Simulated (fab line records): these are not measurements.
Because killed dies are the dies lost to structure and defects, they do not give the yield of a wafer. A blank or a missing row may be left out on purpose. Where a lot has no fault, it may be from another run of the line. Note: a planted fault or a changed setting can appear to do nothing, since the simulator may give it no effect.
Problem report, 8D (eight disciplines) form, completed by code | flow rit cmos | the parts of the form that need people (team, actions taken, sign-off) are left out

1. WHAT WENT WRONG
Mean of spin speed rpm at RIT_PSD_COAT_01: 3739.0 rpm across 6 wafers in 2 lots; on wafers with no fault it is 3249.8 rpm (standard deviation 2). That is +99 or more standard deviations from the usual mean.
The step: resist thk 1000 nm.
First seen on wafer L461.2, day 5 08:25, on litho track-03. The record holds 39 wafers of 13 lots with a number at this step. Rule for "out", or "out of limits": more than 4 standard deviations from the usual mean. All remaining wafers that have a number are taken as sound.

2. WHAT IT IS AND WHAT IT IS NOT
question                    | is                     | is not
which readings at this step | spin speed rpm         | -
which lots                  | L461, L463             | L450, L451, L452, L453, L454, L457, L465, L468, L470, L472, L473
which wafers of those lots  | all that have a number | -
read on which tools         | litho track-03         | litho track-01, litho track-04
when                        | from day 5 08:25       | up to then (18 sound wafers); but 15 sound wafers of L465, L468, L470, L472, L473 came after

3. SUSPECTS, AND WHAT RULES EACH OUT
Counting: a tool stays on the suspect list if, at a process step up to the reading, it processed all lots that are out and no sound lot following the first of them.
- litho track-03 at RIT_PSD_COAT_01 (resist thk 1000 nm): kept. Every lot that is out went through it, starting with L461 (day 5 08:25), and after that it ran no sound lot; the last sound lot it ran before then is L454 (day 3 20:28). On those wafers its own readings are out: spin speed rpm.
Remaining after the count: litho track-03 at RIT_PSD_COAT_01.

4. THE CAUSE (what the simulator had put in)
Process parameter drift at RIT_PSD_COAT_01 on litho track-03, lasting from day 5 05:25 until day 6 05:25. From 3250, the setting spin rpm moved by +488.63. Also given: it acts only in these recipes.
After counting, this tool was the only one left.

5. SEQUENCE OF EFFECTS, ordered by route
One row per reading whose mean, taken over the struck wafers that have a number, lies over 3 standard deviations from the usual. Readings are gone through only where the record gives a usual standard deviation; hours: the median, over the lots, of the time from a lot's start at the first step in this table giving one to that lot's start at this step; sigmas: the change measured in usual standard deviations.
hours | step            | reading        | usual      | on struck wafers | change | sigmas
0     | RIT_PSD_COAT_01 | spin speed rpm | 3249.8 rpm | 3739.0           | +489.2 | +99 or more
Process steps it contains:
- RIT_PSD_COAT_01: resist thk 1000 nm.
At these later measuring or inspecting steps, every struck wafer for which the step has a row has a number for every such reading, and none has moved that far: RIT_CONTACT_CD_MEAS_08, RIT_CONTACT_OVL_MEAS_09.

6. WHAT WOULD HAVE CAUGHT IT SOONER
The fault began at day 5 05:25; the first out-of-limits reading in this record came at day 5 08:25, 3 hours later.
